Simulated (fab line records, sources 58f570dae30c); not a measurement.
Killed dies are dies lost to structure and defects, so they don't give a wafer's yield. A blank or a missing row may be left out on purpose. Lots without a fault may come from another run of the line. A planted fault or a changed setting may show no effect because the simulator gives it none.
Problem report in the 8D (eight disciplines) form, filled by code | flow berkeley_cmos170 | the parts of the form that need people (team, actions taken, sign-off) are left out

1. THE PROBLEM
PFIELD_OVL at UCB170_PFIELD_OVL_MEAS_06 reads a mean of 254 nm on 9 wafers of 3 lots; wafers without a fault read -4 nm with a standard deviation of 5.3. That is +49 standard deviations from the usual mean.
First seen on wafer L667.1, day 7 17:49, on overlay-01. The record holds 45 wafers of 15 lots with a number at this step. Rule for "out", or "out of limits": more than 4 standard deviations from the usual mean. The other wafers with a number count as sound.

2. WHAT IT IS AND WHAT IT IS NOT
question                    | is                     | is not
which readings at this step | PFIELD_OVL             | -
which lots                  | L667, L671, L673       | L656, L657, L658, L659, L660, L661, L663, L664, L666, L669, L675, L677
which wafers of those lots  | all that have a number | -
read on which gauges        | overlay-01, overlay-02 | -
when                        | from day 7 17:49       | up to then (27 sound wafers); but 9 sound wafers of L669, L675, L677 came after

3. SUSPECTS, AND WHAT RULES EACH OUT
Counting: a tool at a process step up to the reading stays a suspect if it ran every lot that is out and no sound lot after the first of them.
- the gauge at UCB170_PFIELD_OVL_MEAS_06: ruled out. The wafers that are out were read on 2 gauges (overlay-01, overlay-02).
- krf_scanner-01 at UCB170_PFIELD_EXPOSE_03 (exposes mask PFIELD, target cd 1500 nm): kept. It ran every lot that is out, first L667 (day 7 17:23), and no sound lot after that; its last sound lot up to then is L666 (day 7 05:14).
Left after counting: krf_scanner-01 at UCB170_PFIELD_EXPOSE_03.

4. THE CAUSE (what the simulator had put in)
Scanner matching overlay: krf_scanner-01, from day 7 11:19 on, at UCB170_PFIELD_EXPOSE_03. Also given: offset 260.
Counting left only this tool.

5. THE CHAIN OF EFFECTS, in route order
Each row: a reading whose mean over the struck wafers that have a number lies more than 3 standard deviations from the usual. Only readings for which the record gives a usual standard deviation are gone through. hours: the time from each lot's start at the first step in this table that gives one to its start at this step, as a median over the lots. sigmas: the change in usual standard deviations.
hours | step                      | reading    | usual | on struck wafers | change | sigmas
0     | UCB170_PFIELD_OVL_MEAS_06 | PFIELD_OVL | -4 nm | 254              | +258   | +49

6. WHAT WOULD HAVE CAUGHT IT SOONER
In this record the first reading out of limits at a measuring or inspecting step was taken at day 7 17:49, 6 hours after the fault began at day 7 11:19.
Of the lots that are out (3), L671, L673 began UCB170_PFIELD_EXPOSE_03 on krf_scanner-01 after day 7 17:49. A hold on the tool at that time would have spared those 2.
